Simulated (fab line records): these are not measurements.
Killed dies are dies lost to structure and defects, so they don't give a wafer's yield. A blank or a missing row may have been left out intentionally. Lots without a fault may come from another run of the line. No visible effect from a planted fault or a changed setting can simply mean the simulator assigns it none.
A lot that was struck, set against a sound lot || flow ritCmos || 18 out of 202 route steps
Sound: these wafers, L232.2, L232.3, L232.5. Struck: wafers L237.2, L237.4, L237.6. The cause comes at the end.
At each step with rows: each side's tool, then ch and its chambers, then its first start. Under that, the readings that differ: sound wafers || struck wafers || difference of the means || sigmas: that difference in standard deviations of wafers without a fault.
alike: a reading whose means differ by less than 2 such deviations, as well as words and numbers matching on both sides. not compared: withheld readings; readings where some wafer has no value; bounds like >300 that might hide an equal value; numbers whose values overlap and for which the record gives no deviation.
Wherever a step has rows on one side only, a row that says differs or no value, or a row with sigmas, the two part there. Non-overlapping numbers with no deviation appear without sigmas and do not part them. A reading missing from all wafers of one side parts the sides only when that side holds two or more wafers.

first, 1 step without rows for these wafers: RIT_PLDD_IMPLANT_08.
RIT_PLDD_STRIP_09: strips in O2, time 180 s.
  sound on plasmaAsher-04 ch 0,1, day 5 01:29; struck on plasmaAsher-04 ch 0,1, day 6 13:58
  alike: drypumpMotorCurrentA
  not compared: rfHoursCounterH
RIT_PLDD_TW_MEAS_10:
  sound on filmMetro-04, day 5 01:41; struck on filmMetro-01, day 6 14:10
  alike: PLDD_TW
then, 4 steps without rows for these wafers: RIT_SPACER_CLEAN_00 (cleans in SC1, time 600 s); RIT_SPACER_CLEAN_01 (cleans in dHF, time 30 s); RIT_SPACER_CLEAN_02 (cleans in SC2, time 600 s); RIT_SPACER_CVD_03 (deposits Si3N4 from SiH2Cl2/NH3, target thk 250 nm, time 3300 s).
RIT_SPACER_THK_MEAS_04:
  sound on filmMetro-02, day 5 04:08; struck on filmMetro-02, day 6 16:30
  alike: SPACER_NITRIDE_THK
RIT_SPACER_ETCHBACK_05: etches Si3N4 in SF6/CHF3, stops on SiO2, target depth 250 nm, time 240 s.
  sound on rieDiel-04 ch 0,1,3, day 5 04:11; struck on rieDiel-02 ch 2,3, day 6 16:33
  alike: drypumpMotorCurrentA, oesProductAu, throttleValvePct
  not compared: rfHoursCounterH
then, 3 steps without rows for these wafers: RIT_NSD_HMDS_00 (prime time 60 s); RIT_NSD_COAT_01 (resist thk 1000 nm); RIT_NSD_SOFTBAKE_02 (time 60 s).
RIT_NSD_EXPOSE_03: exposes mask M9, target cd 40700 nm.
  sound on ilineStepper-01 ch 0, day 5 04:48; struck on ilineStepper-02 ch 0, day 6 17:18
{"reading": "model.NSD.overlayXNm (nm)", "sound": "-0.2353 -0.2353 -0.2353", "struck": "359 359 359", "difference": "+359", "sigmas": ""}
  alike: mask, exposureDoseMJCm2
then, 2 steps without rows for these wafers: RIT_NSD_PEB_04; RIT_NSD_DEVELOP_05 (develop time 50 s).
RIT_NSD_OVL_MEAS_06:
  sound on overlay-02, day 5 05:11; struck on overlay-02, day 6 18:02
{"reading": "NSD_OVL (nm)", "sound": "-1.6 -1.5 -1.8", "struck": "357.9 357.9 358.3", "difference": "+359.7", "sigmas": "+99 or more"}
then, 1 step without rows for these wafers: RIT_NSD_HARDBAKE_07 (time 60 s).
RIT_M1_PROBE_99:
  sound on prober-02, day 5 16:34; struck on prober-02, day 7 04:44
{"reading": "model.etest.selectEdgeDiodeN.overLimit", "sound": "0 0 0", "struck": "1 1 1", "difference": "+1", "sigmas": ""}
  alike: killedAtContacts, killedAtFrontEnd, killedDies, killedOpen, killedShort

WHERE THEY PART
Only at RIT_NSD_OVL_MEAS_06, as far as this record shows. Later steps at which nothing parts them and some readings are alike: RIT_M1_PROBE_99.

WHY: what had been put in by the simulator
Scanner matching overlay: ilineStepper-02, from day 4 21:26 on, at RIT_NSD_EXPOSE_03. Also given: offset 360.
